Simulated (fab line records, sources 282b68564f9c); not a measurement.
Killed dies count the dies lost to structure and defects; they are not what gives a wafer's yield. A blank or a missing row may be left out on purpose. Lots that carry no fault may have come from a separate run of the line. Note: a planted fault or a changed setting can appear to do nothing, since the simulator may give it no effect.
Which tool did it? + flow rit_cmos + 7 lots, 21 wafers sampled, at 2 steps of a route of 202

## WHAT THE GAUGES SHOWED, per wafer
RIT_PWELL_OVL_MEAS_06.
| lot  | measured    | on         | PWELL_OVL (nm) |
|------|-------------|------------|----------------|
| L253 | day 2 03:20 | overlay-01 | -0.6 1.0 0.6   |
| L257 | day 3 02:13 | overlay-02 | 0.0 2.0 -0.3   |
| L262 | day 4 00:17 | overlay-01 | 1.5 1.8 1.6    |
| L264 | day 4 10:57 | overlay-02 | 2.2 0.9 1.7    |
| L267 | day 5 02:27 | overlay-01 | 1.4 2.6 2.2    |
| L271 | day 5 21:19 | overlay-01 | 1.7 -0.7 -1.0  |
| L274 | day 6 12:17 | overlay-01 | 1.3 0.5 -1.0   |

## WHAT TOOL EACH LOT RAN ON (gives the tool, then ch and the chambers of the sampled wafers, and finally the start)
| lot  | RIT_ACTIVE_SOFTBAKE_07           |
|------|----------------------------------|
| L253 | litho_track-04 ch 0, day 1 18:53 |
| L257 | litho_track-02 ch 0, day 2 14:53 |
| L262 | litho_track-04 ch 0, day 3 15:59 |
| L264 | litho_track-02 ch 0, day 4 01:55 |
| L267 | litho_track-01 ch 0, day 4 17:13 |
| L271 | litho_track-04 ch 0, day 5 12:53 |
| L274 | litho_track-01 ch 0, day 6 03:57 |
- RIT_ACTIVE_SOFTBAKE_07: time 58.26 s.

## THE ANSWER, worked out from the rows above alone
Rule: what is usual is taken from the lots themselves. The widest of any qualifying gaps counts: lots, ordered by their means at a reading, are off when they make up no more than a third of the lots, leave a main group of 4 or more, and stand apart from it by 3 or more times the standard deviation of that group's means. Not used: any main group whose means are identical at the precision the tables above print for the reading. Also off: a lot with no number at a reading for which 4 or more lots have one. The other lots that the step has rows for count as sound.
Across all readings shown, no lot is off: no conclusion can be drawn from this.

## WHAT THE SIMULATOR HAD PUT IN
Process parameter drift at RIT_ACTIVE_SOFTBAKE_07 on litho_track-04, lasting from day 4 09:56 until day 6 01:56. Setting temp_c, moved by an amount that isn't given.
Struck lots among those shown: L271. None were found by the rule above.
